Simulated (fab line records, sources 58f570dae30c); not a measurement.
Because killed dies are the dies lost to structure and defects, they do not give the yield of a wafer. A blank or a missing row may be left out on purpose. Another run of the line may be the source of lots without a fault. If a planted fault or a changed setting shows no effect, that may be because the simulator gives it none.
Tool commonality check | flow berkeley-cmos170 | Sample size 14 lots and 40 wafers

## REASON IT WAS OPENED
UCB170_M1_RS_MEAS_01, reading M1_AL_RS: flagged on 2 of 14 lots. Fault-free wafers read 0.0506 ohm/sq, with a standard deviation of 0.0006.
Rule: a lot is flagged when every wafer of it that has a number lies more than 4 standard deviations from that mean, or none has a number. All remaining lots are regarded as sound.

lot  | measured     | on            | M1_AL_RS (ohm/sq), wafer by wafer | flag
L346 | day 7 04:27  | film-metro-03 | 0.0509 0.0504 0.0513              |
L347 | day 7 05:22  | film-metro-04 | 0.0509 0.0505 0.0506              |
L345 | day 7 06:24  | film-metro-01 | 0.0516 0.0513 0.0520              |
L349 | day 7 18:31  | film-metro-01 | 0.0514 0.0508 0.0513              |
L350 | day 7 20:46  | film-metro-04 | 0.0505 0.0507 0.0503              |
L348 | day 8 05:34  | film-metro-03 | 0.0501 0.0504 0.0503              |
L351 | day 8 06:38  | film-metro-01 | 0.0502 0.0501 0.0508              |
L352 | day 8 07:27  | film-metro-03 | 0.0510 0.0512 0.0507              |
L355 | day 9 10:47  | film-metro-04 | 0.0501 0.0495 0.0491              |
L354 | day 9 10:59  | film-metro-04 | 0.0509 0.0514 0.0511              |
L356 | day 9 16:22  | film-metro-01 | 0.0512 0.0507 0.0512              |
L359 | day 10 04:11 | film-metro-04 | 0.0474 0.0474                     | FLAGGED
L363 | day 10 23:46 | film-metro-03 | 0.0465 0.0466                     | FLAGGED
L364 | day 11 21:50 | film-metro-01 | 0.0501 0.0502 0.0502              |
On average the flagged lots' numbers are 0.0470 ohm/sq, which is -0.0036 ohm/sq against the usual, or -6 standard deviations.

## LOT BY LOT: THE TOOL USED
The record holds 2 process steps before the reading, out of a route of 331 steps. Cell contents, in order: the tool; ch with the chambers the sampled wafers went through; the start.
lot  | flag    | UCB170_SILICIDE_SPUTTER_01   | UCB170_M1_SPUTTER_00
L346 |         | pvd-sputter-02, day 6 23:43  | pvd-sputter-01, day 7 04:23
L347 |         | pvd-sputter-04, day 6 23:34  | pvd-sputter-02, day 7 05:17
L345 |         | pvd-sputter-01, day 7 00:00  | pvd-sputter-01, day 7 06:19
L349 |         | pvd-sputter-02, day 7 13:34  | pvd-sputter-01, day 7 18:28
L350 |         | pvd-sputter-01, day 7 14:22  | pvd-sputter-02, day 7 20:40
L348 |         | pvd-sputter-01, day 8 00:42  | pvd-sputter-03, day 8 05:29
L351 |         | pvd-sputter-04, day 8 01:22  | pvd-sputter-01, day 8 06:34
L352 |         | pvd-sputter-02, day 8 01:25  | pvd-sputter-03, day 8 07:22
L355 |         | pvd-sputter-01, day 9 02:52  | pvd-sputter-03, day 9 10:42
L354 |         | pvd-sputter-04, day 9 03:06  | pvd-sputter-02, day 9 10:53
L356 |         | pvd-sputter-01, day 9 09:40  | pvd-sputter-03, day 9 16:19
L359 | FLAGGED | pvd-sputter-01, day 9 20:58  | pvd-sputter-03, day 10 04:03
L363 | FLAGGED | pvd-sputter-01, day 10 18:27 | pvd-sputter-03, day 10 23:39
L364 |         | pvd-sputter-01, day 11 14:53 | pvd-sputter-01, day 11 21:45
What these steps do:
- UCB170_SILICIDE_SPUTTER_01: material Ti, target thk 30 nm, time 25 s.
- UCB170_M1_SPUTTER_00: material Al, target thk 600 nm, time 80 s.
- UCB170_M1_RS_MEAS_01: measures by four-point-probe.

## FLAGGED OVER TOTAL, TOOL BY TOOL (the gauges that took the reading come last)
step                       | tool           | lots run | flagged | share of the flagged lots | sound lots run after its first flagged lot
UCB170_SILICIDE_SPUTTER_01 | pvd-sputter-01 | 8        | 2       | all                       | 1 (L364)
UCB170_SILICIDE_SPUTTER_01 | pvd-sputter-02 | 3        | 0       | none                      | -
UCB170_SILICIDE_SPUTTER_01 | pvd-sputter-04 | 3        | 0       | none                      | -
UCB170_M1_SPUTTER_00       | pvd-sputter-01 | 5        | 0       | none                      | -
UCB170_M1_SPUTTER_00       | pvd-sputter-02 | 3        | 0       | none                      | -
UCB170_M1_SPUTTER_00       | pvd-sputter-03 | 6        | 2       | all                       | 0
UCB170_M1_RS_MEAS_01       | film-metro-01  | 5        | 0       | none                      | -
UCB170_M1_RS_MEAS_01       | film-metro-03  | 4        | 1       | some                      | 0
UCB170_M1_RS_MEAS_01       | film-metro-04  | 5        | 1       | some                      | 0

## WHAT IS ALLOWED BY THE TABLE
2 rows of the table ran every flagged lot: pvd-sputter-01 at UCB170_SILICIDE_SPUTTER_01, pvd-sputter-03 at UCB170_M1_SPUTTER_00.
- pvd-sputter-01 at UCB170_SILICIDE_SPUTTER_01 ran 8 lots, 2 of them flagged. After the first flagged lot (L364), sound lots still ran on it; a lasting fault on the whole tool would not permit that.
- pvd-sputter-03 at UCB170_M1_SPUTTER_00 ran 6 lots, 2 of them flagged. Last sound lot L356 at day 9 16:19, first flagged lot L359 at day 10 04:03; a fault beginning in between fits.
One tool is left: pvd-sputter-03 at UCB170_M1_SPUTTER_00.

## WHAT WAS PUT IN BY THE SIMULATOR
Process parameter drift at UCB170_M1_SPUTTER_00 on pvd-sputter-03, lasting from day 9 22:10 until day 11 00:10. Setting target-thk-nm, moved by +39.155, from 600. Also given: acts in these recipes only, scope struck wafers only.
Struck lots among those shown: L359, L363. This agrees with what the rule above found.
